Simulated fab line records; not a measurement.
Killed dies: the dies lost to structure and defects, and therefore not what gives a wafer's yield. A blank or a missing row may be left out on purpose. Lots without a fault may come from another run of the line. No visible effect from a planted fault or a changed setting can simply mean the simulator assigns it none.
fab line records	flow ritCmos
[record] lots = 7	wafers = 21	lastDay = 7
route steps=202 shown GATE@94 REOX@98 NLDD@103 M1@202
lots with no fault: from the same line, run without faults
startH: the number of hours between the record's first day and the start of the first shown wafer of the lot	waitH: hours since the lot's step before	" identical to the entry in the row above	L1.1+2: a row that stands for several wafers	- no value, or no start given	* or withheld: withheld	< > ~ a bound
route shown NAME@n: names a module that has steps shown in the file, with the first one's number in the route	usual: the fault-free wafers' mean and standard deviation	same: alike in all rows	chamber/n: place in a boat	sites: the reading at each site	_std_site: how widely they spread, as a standard deviation	_edge_site: the outer-site mean with the inner-site mean subtracted	radiusMm: how far each site lies from the wafer's centre	mask NAME#n: copy n	behind: tool/chamber where the wafer was last shaped	hold: cause of the lot's hold/its duration in hours/its outcome	device: the transistor (n, p or np) that didn't switch	end of line: tests of these same wafers at the route's end	step lacking rows: just its recipe	killed: at the first sort, the dies lost to defects and structure; wafer yield is something else	map: dies across one wafer; x = killed, . = not, _ = none there
set.NAME: setting as actually run; set.NAME@STEP: the setting as run at that earlier step	model.NAME: the simulator's own value behind a step, which no gauge read
a table for each step, a row for each wafer; lots at some steps of the route
services: the hour from which a tool's chamber was out of use, counted from the record's first day as startH (under 0 if before that day), plus the number of hours and why
[[steps]]
[step RIT_GATE_HARDBAKE_18]
[recipe] resist = NOVOLAK	tempC = 140	timeS = 60
[step RIT_GATE_ETCH_19]
[recipe] chemistry = SF6/CHF3/O2	timeS = 165	SF6_flow_sccm = 30	CHF3_flow_sccm = 30	O2_flow_sccm = 5	target = poly-Si	pressureMtorr = 40	rfW = 160	targetDepthA = 3125	overEtchFrac = 0.25	stopOn = SiO2
[usual] drypumpMotorCurrentA = 5.9/0.54	oesProductAu = 0.834/0.012	throttleValvePct = 10.26/0.12
lot.wafer	tool	chamber	startH	waitH	drypumpMotorCurrentA	oesProductAu	rfHoursCounterH	throttleValvePct
L949.1	rieSi-01	1	39.09	0.1	6.5	0.842	158	10.12
L949.2	"	0	"	"	5.5	0.833	47	10.47
L949.3	"	3	"	"	5.6	0.836	41	10.39
L955.2	rieSi-01	0	68.34	0.1	5.5	0.829	47	10.46
L955.4	"	3	"	"	5.6	0.815	41	10.40
L955.5	"	1	"	"	6.5	0.833	-	10.14
L956.3	rieSi-02	1	72.45	0.1	5.2	0.842	148	10.12
L956.5	"	3	"	"	6.3	0.837	-	10.33
L956.6	"	0	"	"	6.2	0.823	-	10.17
L957.2	rieSi-01	3	77.53	0.1	5.6	0.825	41	10.40
L957.3	"	0	"	"	5.5	0.829	48	10.44
L957.5	"	0	"	"	5.5	0.838	-	10.44
L958.1	rieSi-02	2	82.17	0.1	5.2	0.831	92	10.25
L958.3	"	3	"	"	6.3	0.839	136	10.31
L958.4	"	1	"	"	5.2	0.845	148	10.11
L962.4	rieSi-02	2	103.23	0.1	5.2	0.838	92	10.28
L962.5	"	3	"	"	6.3	0.838	-	10.34
L962.6	"	2	"	"	5.2	0.836	-	10.26
L969.4	rieSi-01	0	138.28	0.1	5.5	0.829	48	10.44
L969.5	"	3	"	"	5.6	0.842	-	10.40
L969.6	"	2	"	"	6.7	0.825	-	10.23
[step RIT_GATE_STRIP_20]
[recipe] chemistry = O2	timeS = 180	resist = NOVOLAK	platenTempC = withheld	powerW = 500	pressureMtorr = 4000	o2FlowSccm = 4000
[usual] drypumpMotorCurrentA = 5.6/0.49
lot.wafer	tool	chamber	startH	waitH	drypumpMotorCurrentA	rfHoursCounterH
L949.1	plasmaAsher-04	0	39.20	0.1	5.2	23
L949.2	"	1	"	"	5.9	23
L949.3	"	0	"	"	5.2	-
L955.2	plasmaAsher-03	0	68.45	0.1	6.5	41
L955.4	"	1	"	"	5.7	-
L955.5	"	0	"	"	6.4	-
L956.3	plasmaAsher-03	1	72.62	0.1	5.7	-
L956.5	"	0	"	"	6.4	-
L956.6	"	1	"	"	5.7	-
L957.2	plasmaAsher-03	1	77.64	0.1	5.7	42
L957.3	"	0	"	"	6.4	-
L957.5	"	1	"	"	5.7	-
L958.1	plasmaAsher-04	0	82.28	0.1	5.2	27
L958.3	"	0	"	"	5.2	-
L958.4	"	1	"	"	5.9	-
L962.4	plasmaAsher-01	1	103.40	0.1	5.5	-
L962.5	"	1	"	"	5.5	-
L962.6	"	0	"	"	5.0	-
L969.4	plasmaAsher-01	0	138.44	0.1	5.0	-
L969.5	"	0	"	"	5.0	-
L969.6	"	1	"	"	5.5	-
[step RIT_GATE_CD_MEAS_90]
[recipe] targetCdNm = 150
[usual] cdNm = 149.9/2.5
lot.wafer	tool	chamber	startH	waitH	cdNm
L949.1	cdSem-02	-	39.38	0.1	149.7
L949.2	"	-	"	"	148.8
L949.3	"	-	"	"	147.6
L955.2	cdSem-01	-	68.64	0.1	151.9
L955.4	"	-	"	"	150.7
L955.5	"	-	"	"	148.8
L956.3	cdSem-02	-	72.77	0.1	153.1
L956.5	"	-	"	"	151.4
L956.6	"	-	"	"	154.6
L957.2	cdSem-02	-	77.84	0.1	143.2
L957.3	"	-	"	"	142.3
L957.5	"	-	"	"	144.9
L958.1	cdSem-01	-	82.46	0.1	152.0
L958.3	"	-	"	"	151.4
L958.4	"	-	"	"	152.4
L962.4	cdSem-02	-	103.57	0.1	149.1
L962.5	"	-	"	"	151.8
L962.6	"	-	"	"	150.9
L969.4	cdSem-01	-	138.62	0.1	150.0
L969.5	"	-	"	"	151.1
L969.6	"	-	"	"	150.5
[step RIT_REOX_CLEAN_00]
[recipe] chemistry = SC1	mix = 3:3:50	timeS = 600	tempC = 75
[step RIT_REOX_CLEAN_01]
[recipe] chemistry = dHF	dilution = 50:1	timeS = 30
[step RIT_REOX_CLEAN_02]
[recipe] chemistry = SC2	mix = 3:3:50	timeS = 600	tempC = 75	dry = n2Spin
[step RIT_REOX_OXIDATION_03]
[recipe] tempC = 900	ambient = O2	targetThkA = 252	oxTimeS = 5580
[step RIT_REOX_THK_MEAS_04]
[recipe] reads = SiO2_of_REOX_OXIDATION_03
[usual] REOX_OXIDE_THK = 25.5/0.56
lot.wafer	tool	chamber	startH	waitH	REOX_OXIDE_THK[nm]
L949.1	filmMetro-02	-	42.41	0.0	24.4
L949.2	"	-	"	"	24.5
L949.3	"	-	"	"	24.4
L955.2	filmMetro-02	-	71.67	0.0	25.3
L955.4	"	-	"	"	24.9
L955.5	"	-	"	"	25.5
L956.3	filmMetro-03	-	75.91	0.0	25.1
L956.5	"	-	"	"	25.4
L956.6	"	-	"	"	25.1
L957.2	filmMetro-04	-	81.80	0.0	25.1
L957.3	"	-	"	"	24.9
L957.5	"	-	"	"	24.5
L958.1	filmMetro-04	-	85.49	0.0	25.9
L958.3	"	-	"	"	25.5
L958.4	"	-	"	"	25.8
L962.4	filmMetro-02	-	106.58	0.0	25.9
L962.5	"	-	"	"	26.1
L962.6	"	-	"	"	26.4
L969.4	filmMetro-04	-	141.84	0.0	25.1
L969.5	"	-	"	"	25.6
L969.6	"	-	"	"	25.8
[step RIT_NLDD_HMDS_00]
[recipe] primeTimeS = 60	primeTempC = 140
[step RIT_NLDD_COAT_01]
[recipe] resist = NOVOLAK	spinRpm = 3250	resistThkNm = 1000
[step RIT_NLDD_SOFTBAKE_02]
[recipe] resist = NOVOLAK	tempC = 90	timeS = 60
[step RIT_NLDD_EXPOSE_03]
[recipe] maskId = M7	na = 0.57	targetCdNm = 40700	doseMj = 250
lot.wafer	tool	chamber	startH	waitH	mask	model.NLDD.overlayXNm
L949.1+2+3	ilineStepper-01	0	42.92	0.1	M7#0	-0.4468
L955.2+4+5	ilineStepper-02	0	72.19	0.1	M7#0	1.007
L956.3+5+6	ilineStepper-02	0	76.44	0.1	M7#0	-299.1
L957.2+3+5	ilineStepper-02	0	82.32	0.1	M7#0	-300.2
L958.1+3+4	ilineStepper-02	0	86.00	0.1	M7#0	-300.5
L962.4+5+6	ilineStepper-01	0	107.24	0.2	M7#0	0.2832
L969.4+5+6	ilineStepper-01	0	142.55	0.2	M7#0	0.3002
[step RIT_NLDD_PEB_04]
[recipe] resist = NOVOLAK	tempC = withheld	timeS = withheld
[step RIT_NLDD_DEVELOP_05]
[recipe] resist = NOVOLAK	developTimeS = 50	devTempC = 23
[step RIT_NLDD_OVL_MEAS_06]
[usual] NLDD_OVL = 1.7/1.4
lot.wafer	tool	chamber	startH	waitH	NLDD_OVL[nm]
L949.1	overlay-01	-	43.32	-	0.8
L949.2	"	-	"	"	0.8
L949.3	"	-	"	"	0.2
L955.2	overlay-01	-	72.58	-	5.3
L955.4	"	-	"	"	4.9
L955.5	"	-	"	"	5.3
L956.3	overlay-01	-	76.81	-	-294.8
L956.5	"	-	"	"	-295.8
L956.6	"	-	"	"	-294.8
L957.2	overlay-02	-	82.71	-	-298.5
L957.3	"	-	"	"	-299.6
L957.5	"	-	"	"	-297.9
L958.1	overlay-01	-	86.40	-	-297.2
L958.3	"	-	"	"	-298.3
L958.4	"	-	"	"	-297.0
L962.4	overlay-01	-	107.60	-	2.5
L962.5	"	-	"	"	2.6
L962.6	"	-	"	"	4.0
L969.4	overlay-02	-	142.91	-	1.3
L969.5	"	-	"	"	2.6
L969.6	"	-	"	"	1.5
[step RIT_NLDD_HARDBAKE_07]
[recipe] resist = NOVOLAK	tempC = 140	timeS = 60
[step RIT_M1_PROBE_99]
[usual] killed_at_M0_to_M3 = 0.0/0.14	killedAtContacts = 0.1/0.23	killedAtFrontEnd = 7.3/2.9	killedDies = 7.3/3	killedOnRim = 1.9/1.5	killedOpen = 3.6/1.8	killedShort = 3.7/2.1
[same] grossDies = 264	killed_at_M4_up = 0	killedAtBackSide = 0	killedAtOther = 0
lot.wafer	tool	chamber	startH	waitH	killed_at_M0_to_M3	killedAtContacts	killedAtFrontEnd	killedDies	killedOnRim	killedOpen	killedShort	model.etest.nldd.widthNm	model.etest.nldd.lineOhmUm
L949.1	prober-02	-	59.56	0.1	0	0	10	10	1	2	8	3172	118.9
L949.2	prober-02	-	59.61	0.1	0	0	11	11	5	7	4	3158	119.9
L949.3	prober-02	-	59.66	0.2	0	0	5	5	1	2	3	3194	116.3
L955.2	prober-02	-	89.58	0.1	0	0	6	6	2	1	5	3182	121.5
L955.4	prober-02	-	89.68	0.2	0	0	6	6	2	2	4	3184	119
L955.5	prober-02	-	89.73	0.2	0	1	14	15	3	4	11	3185	121.7
L956.3	prober-01	-	95.15	0.2	1	0	8	9	5	6	3	2972	138.5
L956.5	prober-01	-	95.25	0.2	0	0	6	6	1	1	5	2966	140.6
L956.6	prober-01	-	95.30	0.2	0	0	5	5	1	3	2	2975	137.5
L957.2	prober-02	-	98.49	0.1	0	0	8	8	3	5	3	2955	126.3
L957.3	prober-02	-	98.54	0.2	0	0	6	6	2	5	1	2969	127.6
L957.5	prober-02	-	98.64	0.2	0	0	9	9	0	6	3	2970	124
L958.1	prober-01	-	102.12	0.1	0	0	11	11	0	8	3	2962	129.7
L958.3	prober-01	-	102.22	0.2	0	0	6	6	3	3	3	2971	124.7
L958.4	prober-01	-	102.27	0.2	0	0	6	6	2	4	2	2950	126.4
L962.4	prober-01	-	123.82	0.2	0	0	4	4	2	0	4	3221	130.9
L962.5	prober-01	-	123.87	0.2	0	0	9	9	3	2	7	3193	133
L962.6	prober-01	-	123.92	0.2	0	0	7	7	3	4	3	3204	135.7
L969.4	prober-02	-	158.33	0.2	0	0	11	11	5	6	4	3181	115.3
L969.5	prober-02	-	158.38	0.2	0	0	9	9	2	4	5	3191	118.5
L969.6	prober-02	-	158.43	0.2	0	0	10	10	3	5	5	3170	118.4
// killed by level:class
L949.1 GATE:geometricParticle:short=5 GATE:geometricParticle:open=1 SILICIDE:geometricParticle:short=1 REOX:geometricParticle:short=1 SPACER:geometricParticle:short=1 SPACER:geometricParticle:open=1
L949.2 GATE:geometricParticle:open=3 GATE:geometricParticle:short=2 REOX:geometricParticle:open=2 FOX2:geometricParticle:open=1 REOX:geometricParticle:short=1 SPACER:geometricParticle:short=1 SILICIDE:geometricParticle:open=1
L949.3 FOX1:geometricParticle:open=1 GATE:geometricParticle:short=1 REOX:geometricParticle:open=1 REOX:geometricParticle:short=1 SPACER:geometricParticle:short=1
L955.2 REOX:geometricParticle:short=3 GATE:geometricParticle:open=1 SPACER:geometricParticle:short=1 SILICIDE:geometricParticle:short=1
L955.4 FOX1:geometricParticle:short=1 FOX1:geometricParticle:open=1 GATE:geometricParticle:short=1 REOX:geometricParticle:short=1 SPACER:geometricParticle:open=1 SPACER:geometricParticle:short=1
L955.5 GATE:geometricParticle:short=5 SPACER:geometricParticle:short=4 FOX1:geometricParticle:open=2 SPACER:geometricParticle:open=2 REOX:geometricParticle:short=1 CONTACT:geometricParticle:short=1
L956.3 SPACER:geometricParticle:open=3 REOX:geometricParticle:open=2 ACTIVE:geometricParticle:short=1 GATE:geometricParticle:open=1 GATE:geometricParticle:short=1 M1:geometricParticle:short=1
L956.5 GATE:geometricParticle:short=4 FOX2:geometricParticle:short=1 SPACER:geometricParticle:open=1
L956.6 SPACER:geometricParticle:short=2 REOX:geometricParticle:open=1 SPACER:geometricParticle:open=1 SILICIDE:geometricParticle:open=1
L957.2 FOX1:geometricParticle:open=2 GATE:geometricParticle:short=2 FOX2:geometricParticle:open=1 GATE:geometricParticle:open=1 REOX:geometricParticle:open=1 SILICIDE:geometricParticle:short=1
L957.3 REOX:geometricParticle:open=3 GATE:geometricParticle:open=2 FOX2:geometricParticle:short=1
L957.5 GATE:geometricParticle:open=2 GATE:geometricParticle:short=2 REOX:geometricParticle:open=2 FOX1:geometricParticle:open=1 REOX:geometricParticle:short=1 SILICIDE:geometricParticle:open=1
L958.1 FOX1:geometricParticle:open=2 GATE:geometricParticle:open=2 REOX:geometricParticle:open=2 FOX2:geometricParticle:short=1 GATE:geometricParticle:short=1 REOX:geometricParticle:short=1 SPACER:geometricParticle:open=1 SILICIDE:geometricParticle:open=1
L958.3 GATE:geometricParticle:open=2 GATE:geometricParticle:short=2 REOX:geometricParticle:short=1 SILICIDE:geometricParticle:open=1
L958.4 GATE:geometricParticle:open=2 FOX1:geometricParticle:open=1 GATE:geometricParticle:short=1 REOX:geometricParticle:short=1 SPACER:geometricParticle:open=1
L962.4 GATE:geometricParticle:short=3 SPACER:geometricParticle:short=1
L962.5 REOX:geometricParticle:short=3 FOX2:geometricParticle:short=2 GATE:geometricParticle:short=1 GATE:geometricParticle:open=1 SPACER:geometricParticle:short=1 SILICIDE:geometricParticle:open=1
L962.6 GATE:geometricParticle:short=3 GATE:geometricParticle:open=2 REOX:geometricParticle:open=2
L969.4 REOX:geometricParticle:open=4 FOX1:geometricParticle:open=2 GATE:geometricParticle:short=2 REOX:geometricParticle:short=1 SPACER:geometricParticle:short=1 PLDD:coatMicrobubblePrinted=1
L969.5 SILICIDE:geometricParticle:short=2 FOX1:geometricParticle:short=1 FOX1:geometricParticle:open=1 GATE:geometricParticle:short=1 GATE:geometricParticle:open=1 REOX:geometricParticle:open=1 SPACER:geometricParticle:short=1 SILICIDE:geometricParticle:open=1
L969.6 SILICIDE:geometricParticle:open=3 REOX:geometricParticle:short=2 ACTIVE:geometricParticle:short=1 GATE:geometricParticle:short=1 REOX:geometricParticle:open=1 SPACER:geometricParticle:open=1 SILICIDE:geometricParticle:short=1
[[services]]
tool	chamber	startH	hours	kind
plasmaAsher-04	-	29.74	2.5	repair
ilineStepper-02	0	34.41	-	calibration
rieSi-01	1	70.06	-	clean
rieSi-01	1	70.06	14.0	scheduledDown
rieSi-01	1	70.06	14.0	ventCycle
ilineStepper-02	-	70.30	1.7	pm
ilineStepper-01	0	77.58	-	calibration
plasmaAsher-01	-	108.75	9.0	pm
plasmaAsher-01	0	108.75	9.0	ventCycle
plasmaAsher-01	1	108.75	9.0	ventCycle
ilineStepper-02	-	109.03	2.4	repair
plasmaAsher-01	0	117.75	-	clean
plasmaAsher-01	1	117.75	-	clean
rieSi-02	1	118.28	-	clean
rieSi-02	1	118.28	14.9	scheduledDown
rieSi-02	1	118.28	14.9	ventCycle
ilineStepper-02	-	127.35	-	consumableReplace:lamp
plasmaAsher-03	-	127.60	15.7	repair
[[key]]
[firstSign] step = RIT_NLDD_OVL_MEAS_06	reading = NLDD_OVL	direction = down	sigmas = 99+	usual = 1.7	struck = -297.1
effect none on later readings
[modelEffect] step = RIT_NLDD_EXPOSE_03	value = NLDD.overlayXNm	without = 0.07404	struck = -299.9
[modelEffect] step = RIT_M1_PROBE_99	value = etest.nldd.widthNm	without = 3191	struck = 2965
metAt RIT_NLDD_EXPOSE_03
struckWafers L956.3,L956.5,L956.6,L957.2,L957.3,L957.5,L958.1,L958.3,L958.4
testerLeftOut L956,L957,L958
onsetBetween 72.19 76.44
[fault] kind = scannerMatchingOverlay	tool = ilineStepper-02	chamber = -	onsetH = 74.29	steps = RIT_NLDD_EXPOSE_03	offset = -300
// testerLeftOut: of these lots the tester's yield and bins aren't shown, on N5 and GAA mostly nor the transistor test; their killed dies are dies lost to structure and defects alone, not to doping, threshold or leakage, so they don't give the yield
